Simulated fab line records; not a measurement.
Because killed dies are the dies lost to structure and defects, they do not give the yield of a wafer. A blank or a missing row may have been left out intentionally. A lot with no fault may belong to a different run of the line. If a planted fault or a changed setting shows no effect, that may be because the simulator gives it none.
8D (eight disciplines) problem report, filled in by code -- flow berkeleyCmos170 -- the parts of the form that need people (team, actions taken, sign-off) are left out

1. THE PROBLEM
Wafers without a fault read 9.998e+12, standard deviation 1.1e+10; doseIonsCm2 at UCB170_NWELL_IMPLANT_14 reads a mean of 1.040e+13 on 6 wafers belonging to 2 lots. Relative to the usual mean, that is a shift of +37 standard deviations.
First seen on wafer L782.1, day 4 11:35, on implanter-04. The record holds 42 wafers of 14 lots with a number at this step. Rule for "out", or "out of limits": more than 4 standard deviations from the usual mean. Any other wafer with a number is counted as sound.

2. WHAT IT IS; WHAT IT IS NOT
question,is,is not
which readings at this step,doseIonsCm2,-
which lots,"L782, L786","L773, L774, L777, L778, L787, L789, L790, L791, L792, L793, L795, L796"
which wafers of those lots,all that have a number,-
read on which tools,implanter-04,"implanter-01, implanter-02"
when,from day 4 11:35,"up to then (12 sound wafers); but 24 sound wafers of L787, L789, L790, L791, L792, L793, L795, L796 came after"

3. WHAT RULES OUT EACH SUSPECT
Counting: any tool at a process step up to the reading is kept as a suspect provided that every lot that is out went through it and no sound lot did after the first of them.
- implanter-04 at UCB170_NWELL_IMPLANT_14: kept. All lots that are out passed through it, beginning with L782 at day 4 11:35, and no sound lot followed; its final sound lot before that point was L774 at day 2 18:10. Out on those wafers are its own readings of doseIonsCm2.
Remaining after the count: implanter-04 at UCB170_NWELL_IMPLANT_14.

4. THE CAUSE (what the simulator had put in)
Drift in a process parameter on implanter-04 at UCB170_NWELL_IMPLANT_14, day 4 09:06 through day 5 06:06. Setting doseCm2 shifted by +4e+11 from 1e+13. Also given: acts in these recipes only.
This tool alone remained once counting was done.

5. THE CHAIN OF EFFECTS, in route order
Each row: a reading where the mean over the struck wafers with a number is more than 3 standard deviations away from the usual. Only readings for which the record gives a usual standard deviation are gone through. hours: the time from each lot's start at the first step in this table that gives one to its start at this step, as a median over the lots. sigmas: the change in usual standard deviations.
hours,step,reading,usual,on struck wafers,change,sigmas
0,UCB170_NWELL_IMPLANT_14,doseIonsCm2,9.998e+12,1.040e+13,+4.030e+11,+37
Process steps it contains:
- UCB170_NWELL_IMPLANT_14
Later measuring or inspecting steps at which every struck wafer that the step has a row for has a number for every such reading, and none has moved that far: UCB170_GATE_CD_MEAS_12.

6. WHAT WOULD HAVE CAUGHT IT SOONER
2 hours passed between the start of the fault at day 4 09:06 and the first reading out of limits in this record, taken at day 4 11:35.
